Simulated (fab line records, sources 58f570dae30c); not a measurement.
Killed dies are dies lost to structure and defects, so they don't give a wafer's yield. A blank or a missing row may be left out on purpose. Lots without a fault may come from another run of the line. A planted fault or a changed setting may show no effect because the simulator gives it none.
fab line records | flow berkeley_cmos170
record lots=15 wafers=45 last_day=13
route steps=331 shown ACTIVE@76 NVT@112 NLDD@163
lots that met no fault: from a run of the same line without faults
start_h: hours from the record's first day to the start of the lot's first wafer shown | wait_h: hours since the lot's step before | " the same as in the row above | L1.1+2: a row that stands for several wafers | - no value, or no start given | * or withheld: withheld | < > ~ a bound
route shown NAME@n: a module of which the file shows steps, and the number in the route of the first | usual: mean/standard deviation of fault-free wafers | same: alike in all rows | chamber/n: place in a boat | sites: the reading at each site | _std_site: their standard deviation | _edge_site: outer sites' mean less inner sites' | radius_mm: how far each site lies from the wafer's centre | mask NAME#n: copy n | behind: the tool/chamber that last shaped the wafer | hold: why the lot was held/for how many hours/how that ended | device: the transistor (n, p or np) that didn't switch | end of line: the same wafers' tests at the end of the route | a step without rows: its recipe alone | killed: dies lost to structure and defects at the first sort, not the wafer's yield | map: a wafer's dies, x killed, . not, _ none there
set.NAME: the setting as run; set.NAME@STEP: as run at that earlier step | model.NAME: the simulator's own value behind a step, which no gauge read
steps of the route over a sample of lots; a table a step, a row a wafer
services: from which hour (start_h, from the record's first day; less than 0 if before it) a tool's chamber was out of use, for how many hours, and why
## steps
# step UCB170_ACTIVE_STRIP_16
# recipe chemistry=O2 power_w=400 pressure_mtorr=3500 platen_temp_c=withheld o2_flow_sccm=400 overash_fraction=0.5
# usual drypump_motor_current_A=5.4/0.55 oes_product_au=0.721/0.0044 strip_time_to_endpoint_s=18.08/0.065
# columns lot.wafer tool chamber start_h wait_h drypump_motor_current_A oes_product_au rf_hours_counter_h strip_time_to_endpoint_s
L916.3 plasma_asher-03 1 97.90 0.1 4.9 0.721 - 17.97
L916.4 " 0 " " 5.9 0.709 - 18.00
L916.6 " 1 " " 4.9 0.724 - 18.13
L917.1 plasma_asher-02 0 98.14 0.1 5.1 0.725 36 18.08
L917.3 " 1 " " 6.0 0.724 - 18.05
L917.6 " 1 " " 6.0 0.717 - 17.98
L918.2 plasma_asher-04 1 103.01 0.1 4.7 0.723 36 18.04
L918.5 " 0 " " 6.0 0.719 - 17.99
L918.6 " 1 " " 4.7 0.719 - 18.07
L920.1 plasma_asher-04 1 115.00 0.1 4.7 0.716 38 18.08
L920.3 " 0 " " 6.0 0.716 - 18.02
L920.5 " 1 " " 4.7 0.725 - 18.01
L924.1 plasma_asher-03 1 124.03 0.1 4.8 0.729 1 18.20
L924.2 " 0 " " 5.9 0.729 1 18.13
L924.5 " 1 " " 4.8 0.719 - 18.20
L925.1 plasma_asher-04 1 124.15 0.1 4.7 0.710 39 18.17
L925.2 " 0 " " 6.0 0.715 39 18.23
L925.3 " 1 " " 4.6 0.722 - 18.14
L927.3 plasma_asher-02 1 143.00 0.1 6.0 0.724 - 18.11
L927.5 " 1 " " 6.0 0.723 - 18.06
L927.6 " 0 " " 5.1 0.723 - 18.06
L926.2 plasma_asher-02 0 143.57 0.1 5.2 0.727 42 18.10
L926.4 " 0 " " 5.1 0.718 - 18.13
L926.5 " 1 " " 6.0 0.728 - 18.04
L929.3 plasma_asher-02 1 157.21 0.1 6.0 0.723 - 18.07
L929.5 " 1 " " 6.0 0.725 - 18.11
L929.6 " 0 " " 5.1 0.725 - 18.13
L931.1 plasma_asher-04 1 163.11 0.1 4.7 0.722 44 17.98
L931.2 " 0 " " 6.0 0.718 44 17.97
L931.6 " 0 " " 6.1 0.719 - 17.95
L930.1 plasma_asher-03 0 163.38 0.1 5.9 0.718 3 18.03
L930.3 " 1 " " 4.9 0.714 - 18.08
L930.6 " 0 " " 5.9 0.723 - 18.06
L932.1 plasma_asher-02 0 179.48 0.1 5.1 0.731 46 18.18
L932.4 " 1 " " 6.0 0.724 - 18.17
L932.6 " 1 " " 6.0 0.726 - 18.15
L933.3 plasma_asher-04 0 186.94 0.1 6.0 0.724 - 18.06
L933.4 " 1 " " 4.7 0.711 - 17.98
L933.6 " 1 " " 4.7 0.717 - 18.06
L938.2 plasma_asher-03 0 201.24 0.1 5.9 0.725 8 18.10
L938.5 " 0 " " 5.9 0.712 - 18.09
L938.6 " 1 " " 4.9 0.717 - 18.07
L939.2 plasma_asher-04 0 210.89 0.1 6.0 0.717 49 18.17
L939.4 " 0 " " 6.0 0.725 - 18.21
L939.6 " 0 " " 6.0 0.720 - 18.20
# step UCB170_NVT_STRIP_08
# recipe chemistry=O2 power_w=400 pressure_mtorr=3500 platen_temp_c=withheld o2_flow_sccm=400 overash_fraction=0.5
# usual drypump_motor_current_A=5.6/0.67 oes_product_au=0.735/0.0043 strip_time_to_endpoint_s=21.60/0.062
# columns lot.wafer tool chamber start_h wait_h drypump_motor_current_A oes_product_au rf_hours_counter_h strip_time_to_endpoint_s
L918.2 plasma_asher-03 0 133.55 0.1 5.9 0.735 2 21.59
L918.5 " 0 " " 5.9 0.740 - 21.58
L918.6 " 1 " " 4.9 0.741 - 21.57
L916.3 plasma_asher-01 0 133.86 0.1 6.6 0.732 - 21.58
L916.4 " 1 " " 5.5 0.734 - 21.63
L916.6 " 1 " " 5.5 0.730 - 21.61
L917.1 plasma_asher-04 0 134.37 0.1 6.0 0.742 41 21.71
L917.3 " 1 " " 4.7 0.732 - 21.67
L917.6 " 0 " " 6.1 0.747 - 21.72
L920.1 plasma_asher-01 1 150.97 0.1 5.5 0.736 38 21.63
L920.3 " 1 " " 5.4 0.731 - 21.63
L920.5 " 0 " " 6.6 0.745 - 21.57
L925.1 plasma_asher-04 1 163.89 0.1 4.6 0.730 44 21.56
L925.2 " 0 " " 6.0 0.729 44 21.61
L925.3 " 1 " " 4.7 0.732 - 21.65
L924.1 plasma_asher-01 0 164.29 0.1 6.6 0.741 39 21.65
L924.2 " 1 " " 5.5 0.737 39 21.70
L924.5 " 0 " " 6.6 0.741 - 21.79
L926.2 plasma_asher-03 0 178.53 0.1 5.9 0.735 5 21.56
L926.4 " 0 " " 5.9 0.739 - 21.61
L926.5 " 0 " " 5.9 0.735 - 21.56
L927.3 plasma_asher-04 1 178.87 0.1 4.6 0.739 - 21.66
L927.5 " 0 " " 6.1 0.731 - 21.64
L927.6 " 1 " " 4.7 0.733 - 21.63
L931.1 plasma_asher-01 1 195.79 0.1 5.5 0.739 43 21.50
L931.2 " 0 " " 6.6 0.730 43 21.52
L931.6 " 0 " " 6.6 0.722 - 21.49
L929.3 plasma_asher-03 1 195.84 0.1 4.8 0.731 - 21.52
L929.5 " 0 " " 5.9 0.733 - 21.57
L929.6 " 1 " " 4.9 0.731 - 21.62
L930.1 plasma_asher-04 0 195.94 0.1 6.0 0.736 47 21.63
L930.3 " 1 " " 4.6 0.729 - 21.64
L930.6 " 1 " " 4.7 0.739 - 21.65
L932.1 plasma_asher-01 0 213.60 0.1 6.6 0.734 45 21.57
L932.4 " 1 " " 5.5 0.735 - 21.64
L932.6 " 1 " " 5.5 0.740 - 21.55
L933.3 plasma_asher-03 0 225.80 0.1 5.9 0.737 - 21.54
L933.4 " 1 " " 4.9 0.738 - 21.58
L933.6 " 0 " " 5.9 0.741 - 21.63
L938.2 plasma_asher-01 1 237.33 0.1 5.5 0.727 48 21.52
L938.5 " 0 " " 6.6 0.740 - 21.53
L938.6 " 1 " " 5.5 0.735 - 21.46
L939.2 plasma_asher-04 1 242.68 0.1 4.7 0.730 53 21.62
L939.4 " 0 " " 6.0 0.734 - 21.68
L939.6 " 0 " " 6.0 0.725 - 21.64
# step UCB170_NLDD_DEVELOP_05
# recipe developer=TMAH develop_time_s=45 resist=KrF dev_temp_c=21
# usual chill_plate_temp_C=23.00/0.11 develop_time_s=45/0
# columns lot.wafer tool chamber start_h wait_h chill_plate_temp_C develop_time_s
L918.2 litho_track-04 0 156 - 23.04 45
L918.5 " 0 " " 22.95 45
L918.6 " 0 " " 23.05 45
L916.3 litho_track-02 0 156 - 22.98 45
L916.4 " 0 " " 22.86 45
L916.6 " 0 157 - 22.99 45
L917.1 litho_track-02 0 157 - 23.11 45
L917.3 " 0 " " 22.92 45
L917.6 " 0 " " 22.90 45
L920.1 litho_track-02 0 169 - 22.92 45
L920.3 " 0 " " 22.84 45
L920.5 " 0 " " 23.04 45
L924.1 litho_track-02 0 185 - 22.96 45
L924.2 " 0 " " 22.98 45
L924.5 " 0 " " 22.93 45
L925.1 litho_track-02 0 186 - 22.91 45
L925.2 " 0 " " 23.04 45
L925.3 " 0 " " 22.97 45
L927.3 litho_track-01 0 202 - 23.12 45
L927.5 " 0 " " 23.01 45
L927.6 " 0 " " 23.03 45
L926.2 litho_track-04 0 204 - 22.87 45
L926.4 " 0 " " 23.01 45
L926.5 " 0 " " 22.86 45
L929.3 litho_track-04 - 218 - - -
L929.5 " - " " - -
L929.6 " - " " - -
L930.1 litho_track-02 - 218 - - -
L930.3 " - " " - -
L930.6 " - " " - -
L931.1 litho_track-04 - 218 - - -
L931.2 " - " " - -
L931.6 " - " " - -
L932.1 litho_track-04 0 234 - 22.95 45
L932.4 " 0 " " 23.00 45
L932.6 " 0 " " 22.96 45
L933.3 litho_track-04 0 245 - 22.93 45
L933.4 " 0 " " 23.03 45
L933.6 " 0 " " 23.00 45
L938.2 litho_track-02 0 258 - 22.93 45
L938.5 " 0 " " 22.84 45
L938.6 " 0 " " 23.04 45
L939.2 litho_track-04 0 263 - 23.01 45
L939.4 " 0 264 - 23.03 45
L939.6 " 0 " " 23.03 45
# step UCB170_NLDD_OVL_MEAS_07
# usual NLDD_OVL=-3/4.7
# columns lot.wafer tool chamber start_h wait_h NLDD_OVL[nm]
L918.2 overlay-02 - 156.49 0.1 1
L918.5 " - " " -3
L918.6 " - " " -7
L916.3 overlay-01 - 157.18 0.1 1
L916.4 " - " " -1
L916.6 " - " " 1
L917.1 overlay-01 - 158.04 0.1 -1
L917.3 " - " " -2
L917.6 " - " " 0
L920.1 overlay-02 - 169.55 0.1 -10
L920.3 " - " " -8
L920.5 " - " " -14
L924.1 overlay-01 - 185.76 0.1 -1
L924.2 " - " " 0
L924.5 " - " " -3
L925.1 overlay-01 - 186.49 0.1 -1
L925.2 " - " " 2
L925.3 " - " " -2
L927.3 overlay-02 - 202.55 0.1 -5
L927.5 " - " " 3
L927.6 " - " " 0
L926.2 overlay-02 - 204.24 0.1 -6
L926.4 " - " " -6
L926.5 " - " " -12
L929.3 overlay-01 - 218.67 0.1 -
L929.5 " - " " -
L929.6 " - " " -
L930.1 overlay-02 - 218.78 0.1 -
L930.3 " - " " -
L930.6 " - " " -
L931.1 overlay-01 - 218.93 0.1 -
L931.2 " - " " -
L931.6 " - " " -
L932.1 overlay-02 - 235.09 0.1 -7
L932.4 " - " " -9
L932.6 " - " " -2
L933.3 overlay-01 - 245.91 0.1 9
L933.4 " - " " 5
L933.6 " - " " 2
L938.2 overlay-01 - 259.03 0.1 -5
L938.5 " - " " -4
L938.6 " - " " -4
L939.2 overlay-01 - 264.22 0.1 3
L939.4 " - " " -3
L939.6 " - " " -3
## services
# columns tool chamber start_h hours kind
plasma_asher-01 - 76.41 3.1 repair
plasma_asher-03 - 108.85 9.0 pm
plasma_asher-03 0 108.85 9.0 vent_cycle
plasma_asher-03 1 108.85 9.0 vent_cycle
plasma_asher-03 0 117.85 - clean
plasma_asher-03 1 117.85 - clean
plasma_asher-03 - 134.55 14.6 pm
plasma_asher-03 - 228.49 5.8 repair
plasma_asher-04 - 233.75 0.6 repair
plasma_asher-04 - 249.31 12.7 repair
## key
first_sign step=UCB170_NLDD_DEVELOP_05 reading=tool_record direction=missing
effect none on later readings
met_at UCB170_NLDD_DEVELOP_05
struck_lots L929,L930,L931
sort_left_out L929.3,L929.5,L929.6,L930.1,L930.3,L930.6,L931.1,L931.2,L931.6
tester_left_out L929,L930,L931
not_acting_at UCB170_ACTIVE_STRIP_16,UCB170_NVT_STRIP_08,UCB170_NLDD_OVL_MEAS_07
fault kind=skipped_step_whole tool=litho_track-02,litho_track-04 chamber=- onset_h=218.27 steps=UCB170_NLDD_DEVELOP_05 scope=struck_lots_only
# tester_left_out: of these lots the tester's yield and bins aren't shown, on N5 and GAA mostly nor the transistor test; their killed dies are dies lost to structure and defects alone, not to doping, threshold or leakage, so they don't give the yield
# sort_left_out: the simulated sort isn't trusted on such a fault, so these wafers' sort isn't shown, and their yield isn't known
